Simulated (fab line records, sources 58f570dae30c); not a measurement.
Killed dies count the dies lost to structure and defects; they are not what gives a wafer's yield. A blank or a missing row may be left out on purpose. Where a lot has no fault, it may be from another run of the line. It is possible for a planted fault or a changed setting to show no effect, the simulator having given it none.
Which tool did it?	flow berkeley-cmos170	15 lots, 44 wafers sampled, at 4 steps of a route of 331

## WHAT THE GAUGES READ, wafer by wafer
UCB170_M2_OVL_MEAS_16. Usual: M2_OVL typically reads 2 nm, with standard deviation 4.7.
lot	measured	on	M2_OVL (nm)	flag
L493	day 9 02:51	overlay-02	0 11 4	
L495	day 9 09:16	overlay-01	-9 2 0	
L496	day 10 02:50	overlay-01	-3 -5 -6	
L499	day 10 14:55	overlay-02	1 3 5	
L501	day 11 07:41	overlay-01	3 -2 3	
L500	day 11 07:27	overlay-02	2 7 10	
L502	day 11 08:46	overlay-01	0 0 -3	
L503	day 11 08:31	overlay-01	3 -5 5	
L506	day 12 04:19	overlay-01	10 9 11	
L507	day 12 03:26	overlay-01	-2 2 3	
L511	day 13 03:05	overlay-02	2 -2 2	
L514	day 13 11:39	overlay-02	3 7 4	

## WHICH TOOL RAN EACH LOT (tool, then ch and the chambers of the sampled wafers, then the start)
lot	UCB170_CONTACT_STRIP_06	UCB170_CONTACT_ETCH_17	UCB170_V1_STRIP_15
L493	plasma-asher-02 ch 0, day 8 14:38	rie-diel-03 ch 1,3, day 8 17:35	plasma-asher-03 ch 0,1, day 9 00:19
L495	plasma-asher-02 ch 0,1, day 8 21:52	rie-diel-01 ch 0,1,2, day 8 23:20	plasma-asher-01 ch 0,1, day 9 05:50
L496	plasma-asher-03 ch 0,1, day 9 16:39	rie-diel-04 ch 0,3, day 9 17:59	plasma-asher-01 ch 0,1, day 10 00:31
L499	plasma-asher-02 ch 0,1, day 10 04:58	rie-diel-01 ch 0,1, day 10 06:32	plasma-asher-03 ch 0,1, day 10 12:34
L501	plasma-asher-03 ch 1, day 10 15:11	rie-diel-03 ch 0,1,3, day 10 16:38	plasma-asher-03 ch 1, day 11 04:54
L500	plasma-asher-02 ch 0,1, day 10 15:16	rie-diel-04 ch 0,1,3, day 10 16:53	plasma-asher-02 ch 0,1, day 11 04:41
L502	plasma-asher-02 ch 0,1, day 10 20:53	rie-diel-03 ch 0,2, day 10 22:58	plasma-asher-02 ch 0,1, day 11 06:06
L503	plasma-asher-03 ch 0, day 10 20:53	rie-diel-04 ch 1,2, day 10 22:50	plasma-asher-03 ch 0,1, day 11 05:50
L506	plasma-asher-02 ch 0,1, day 11 13:51	rie-diel-03 ch 1,2,3, day 11 15:34	plasma-asher-01 ch 0,1, day 11 23:52
L507	plasma-asher-03 ch 0,1, day 11 14:02	rie-diel-04 ch 0,1,3, day 11 15:48	plasma-asher-03 ch 0,1, day 11 23:38
L509	plasma-asher-04 ch 0,1, day 12 07:23	rie-diel-04 ch 0,2, day 12 08:49	plasma-asher-02 ch 0,1, day 12 14:44
L508	plasma-asher-02 ch 0,1, day 12 07:49	rie-diel-03 ch 1,3, day 12 09:23	plasma-asher-03 ch 0,1, day 12 15:59
L513	plasma-asher-03 ch 0,1, day 12 14:43	rie-diel-01 ch 2, day 12 16:01	plasma-asher-02 ch 0,1, day 13 04:08
L511	plasma-asher-04 ch 1, day 12 15:35	rie-diel-04 ch 1,2,3, day 12 17:04	plasma-asher-02 ch 0,1, day 13 00:41
L514	plasma-asher-03 ch 1, day 13 00:56	rie-diel-03 ch 1,2,3, day 13 02:19	plasma-asher-03 ch 1, day 13 09:08
- UCB170_CONTACT_STRIP_06: strips in O2.
- UCB170_CONTACT_ETCH_17: etches BARC in N2/H2.
- UCB170_V1_STRIP_15: strips in O2.

## AS READ BY THE TOOLS THEMSELVES (means over the sampled wafers that have a number; for cases with no such wafer, the mark the record gives instead)
UCB170_CONTACT_STRIP_06. Usual: chamber-pressure-mTorr 3500 mTorr, standard deviation 3.3; drypump-motor-current-A 5.7 A, standard deviation 0.3; o2-flow-sccm 400.0 sccm, standard deviation 1.1; oes-product-au 0.734 a.u., standard deviation 0.0049; strip-time-to-endpoint-s 21.97 s, standard deviation 0.056.
lot	tool	chamber-pressure-mTorr (mTorr)	drypump-motor-current-A (A)	o2-flow-sccm (sccm)	oes-product-au (a.u.)	strip-time-to-endpoint-s (s)	flag
L493	plasma-asher-02	3497	5.7	400.1	0.736	21.94	
L495	plasma-asher-02	3499	5.9	400.6	0.743	21.98	
L496	plasma-asher-03	3502	5.5	400.3	0.738	22.07	
L499	plasma-asher-02	3501	5.9	400.9	0.734	21.92	
L501	plasma-asher-03	3499	5.5	399.9	0.737	21.98	
L500	plasma-asher-02	3501	6.0	400.3	0.734	21.96	
L502	plasma-asher-02	3499	6.0	400.0	0.737	22.00	
L503	plasma-asher-03	3503	5.4	400.4	0.734	22.04	
L506	plasma-asher-02	3501	6.0	399.7	0.736	21.89	
L507	plasma-asher-03	3500	5.5	399.5	0.729	21.99	
L509	plasma-asher-04	3501	5.4	400.9	0.733	21.97	
L508	plasma-asher-02	3496	5.9	398.7	0.738	22.01	
L513	plasma-asher-03	3501	5.5	398.4	0.739	22.01	
L511	plasma-asher-04	3499	5.2	401.3	0.734	21.99	
L514	plasma-asher-03	3503	5.6	398.5	0.735	21.95	

UCB170_CONTACT_ETCH_17. Usual: drypump-motor-current-A 5.7 A, standard deviation 0.39; n2-flow-sccm 100.0 sccm, standard deviation 0.31; oes-product-au 0.990 a.u., standard deviation 0.026; throttle-valve-pct 13.34 %, standard deviation 0.19.
lot	tool	drypump-motor-current-A (A)	n2-flow-sccm (sccm)	oes-product-au (a.u.)	throttle-valve-pct (%)	flag
L493	rie-diel-03	5.9	100.0	0.993	13.32	
L495	rie-diel-01	5.6	100.1	0.979	13.40	
L496	rie-diel-04	5.9	100.0	0.994	13.15	
L499	rie-diel-01	5.7	99.9	0.995	13.45	
L501	rie-diel-03	5.6	99.9	1.002	13.35	
L500	rie-diel-04	5.9	100.1	0.968	13.14	
L502	rie-diel-03	5.6	100.1	1.019	13.42	
L503	rie-diel-04	5.6	99.8	0.990	13.33	
L506	rie-diel-03	6.1	100.0	0.979	13.45	
L507	rie-diel-04	5.9	100.1	0.975	13.12	
L509	rie-diel-04	5.8	100.3	1.008	13.00	
L508	rie-diel-03	5.8	100.1	0.975	13.42	
L513	rie-diel-01	5.8	100.1	0.987	13.27	
L511	rie-diel-04	5.7	100.3	0.978	13.30	
L514	rie-diel-03	6.1	99.8	0.981	13.45	

UCB170_V1_STRIP_15. Usual: chamber-pressure-mTorr 3499.9 mTorr, standard deviation 3; drypump-motor-current-A 5.9 A, standard deviation 0.34; o2-flow-sccm 400.1 sccm, standard deviation 1.1; oes-product-au 0.721 a.u., standard deviation 0.0047; strip-time-to-endpoint-s 15.38 s, standard deviation 0.12.
lot	tool	chamber-pressure-mTorr (mTorr)	drypump-motor-current-A (A)	o2-flow-sccm (sccm)	oes-product-au (a.u.)	strip-time-to-endpoint-s (s)	flag
L493	plasma-asher-03	3498.9	5.5	400.8	0.720	15.44	
L495	plasma-asher-01	3498.5	6.3	400.4	0.723	15.46	
L496	plasma-asher-01	3498.6	6.3	400.6	0.720	15.41	
L499	plasma-asher-03	3500.1	5.5	402.0	0.719	15.32	
L501	plasma-asher-03	3497.4	5.5	401.1	0.722	15.21	
L500	plasma-asher-02	3500.0	6.0	399.7	0.719	15.53	
L502	plasma-asher-02	3498.7	6.0	399.5	0.720	15.52	
L503	plasma-asher-03	3501.3	5.5	400.5	0.722	15.33	
L506	plasma-asher-01	3501.6	6.2	398.5	0.718	15.24	
L507	plasma-asher-03	3503.3	5.5	400.2	0.722	15.33	
L509	plasma-asher-02	-	-	-	-	-	OFF
L508	plasma-asher-03	-	-	-	-	-	OFF
L513	plasma-asher-02	-	-	-	-	-	OFF
L511	plasma-asher-02	3496.7	6.0	399.6	0.720	15.46	
L514	plasma-asher-03	3499.3	5.6	400.8	0.724	15.57	

## THE ANSWER, worked out from the rows above alone
Rule: take the mean of a lot's wafers that have a number; if it is more than 3 standard deviations from the usual mean, the lot is off. Also off: a lot with no number at a reading for which 4 or more lots have one. All remaining lots with rows at the step are treated as sound. The gauges are gone through in route order, then the tools' own readings, and for those a lot's mean is taken as printed above. The first step at which some lot is off is used, and at that step the reading that is off furthest; a lot without a number counts as furthest.
Off: L509, L508, L513 (UCB170_V1_STRIP_15, chamber-pressure-mTorr). Without a number there: L509, L508, L513.
If a tool, at that step or one of the process steps before it, ran each lot that is off and ran no sound lot following the first of them, it fits. Not one of the candidates tried fits.

## WHAT THE SIMULATOR PUT IN
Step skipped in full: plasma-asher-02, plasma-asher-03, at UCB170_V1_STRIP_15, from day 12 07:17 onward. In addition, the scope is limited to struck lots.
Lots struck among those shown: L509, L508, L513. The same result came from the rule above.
